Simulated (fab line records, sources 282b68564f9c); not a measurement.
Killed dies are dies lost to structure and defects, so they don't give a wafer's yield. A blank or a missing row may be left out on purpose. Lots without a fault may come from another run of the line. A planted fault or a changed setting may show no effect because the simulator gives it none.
Which tool did it? | flow rit_cmos | 14 lots, 42 wafers sampled, at 1 step of a route of 202

WHAT THE GAUGES READ, wafer by wafer
The record holds no reading of a measuring or inspecting step that can be judged against a usual standard deviation.

WHICH TOOL RAN EACH LOT (tool, then ch and the chambers of the sampled wafers, then the start)
lot  | RIT_GATE_OXIDATION_05
L803 | furnace-02 ch 0, day 2 08:49
L805 | furnace-03 ch 0, day 2 19:39
L806 | furnace-02 ch 0, day 2 22:32
L808 | furnace-03 ch 0, day 3 09:03
L811 | furnace-02 ch 0, day 4 00:13
L813 | furnace-02, day 4 10:32
L814 | furnace-01, day 4 15:13
L818 | furnace-01 ch 0, day 5 11:03
L819 | furnace-02 ch 0, day 5 16:22
L820 | furnace-03 ch 0, day 5 23:56
L821 | furnace-02 ch 0, day 6 04:10
L822 | furnace-02 ch 0, day 6 07:18
L824 | furnace-01 ch 0, day 6 16:53
L826 | furnace-01 ch 0, day 7 04:16
- RIT_GATE_OXIDATION_05: target thk 3 nm, ox time 270 s.

WHAT THE TOOLS THEMSELVES READ (means of the sampled wafers that have a number; where no wafer has one, the mark that the record gives instead)
RIT_GATE_OXIDATION_05. Usual: ox_temp_c 900.0 C, standard deviation 0.39; ox_temp_c_max 904.0, standard deviation 1.6; tube_center_temp_C 900 C, standard deviation 0.08; zone_power_centre_pct 41.5 %, standard deviation 2.2; zone_power_load_pct 26.2 %, standard deviation 0.97.
lot  | tool       | ox_temp_c (C) | ox_temp_c_max | tube_center_temp_C (C) | zone_power_centre_pct (%) | zone_power_load_pct (%) | flag
L803 | furnace-02 | 900.1         | 902.6         | 900                    | 39.3                      | 26.9                    |
L805 | furnace-03 | 900.2         | 903.9         | 900                    | 44.1                      | 26.3                    |
L806 | furnace-02 | 900.0         | 902.6         | 900                    | 39.4                      | 27.0                    |
L808 | furnace-03 | 899.6         | 903.8         | 900                    | 44.0                      | 26.2                    |
L811 | furnace-02 | 900.4         | 902.8         | 900                    | 38.8                      | 26.9                    |
L813 | furnace-02 | -             | -             | -                      | -                         | -                       | OFF
L814 | furnace-01 | -             | -             | -                      | -                         | -                       | OFF
L818 | furnace-01 | 899.9         | 905.0         | 900                    | 43.0                      | 24.8                    |
L819 | furnace-02 | 900.1         | 903.0         | 900                    | 39.1                      | 26.9                    |
L820 | furnace-03 | 900.1         | 904.5         | 900                    | 43.4                      | 26.4                    |
L821 | furnace-02 | 899.8         | 902.4         | 900                    | 39.1                      | 26.8                    |
L822 | furnace-02 | 900.1         | 902.8         | 900                    | 38.8                      | 26.9                    |
L824 | furnace-01 | 900.2         | 906.2         | 900                    | 43.5                      | 24.6                    |
L826 | furnace-01 | 900.1         | 906.5         | 900                    | 42.6                      | 24.7                    |

THE ANSWER, worked out from the rows above alone
Rule: a lot is off if the mean of its wafers that have a number lies more than 3 standard deviations from the usual mean. A lot without any number at a reading at which 4 lots or more have one is off too. The other lots that the step has rows for count as sound. The gauges are gone through in route order, then the tools' own readings, and for those a lot's mean is taken as printed above. The first step at which some lot is off is used, and at that step the reading that is off furthest; a lot without a number counts as furthest.
Off: L813, L814, at RIT_GATE_OXIDATION_05 (ox_temp_c). Without a number there: L813, L814.
A tool fits if, at that step or a process step before it, it ran every lot that is off, and no sound lot after the first of them. None of those tried fits.

WHAT THE SIMULATOR HAD PUT IN
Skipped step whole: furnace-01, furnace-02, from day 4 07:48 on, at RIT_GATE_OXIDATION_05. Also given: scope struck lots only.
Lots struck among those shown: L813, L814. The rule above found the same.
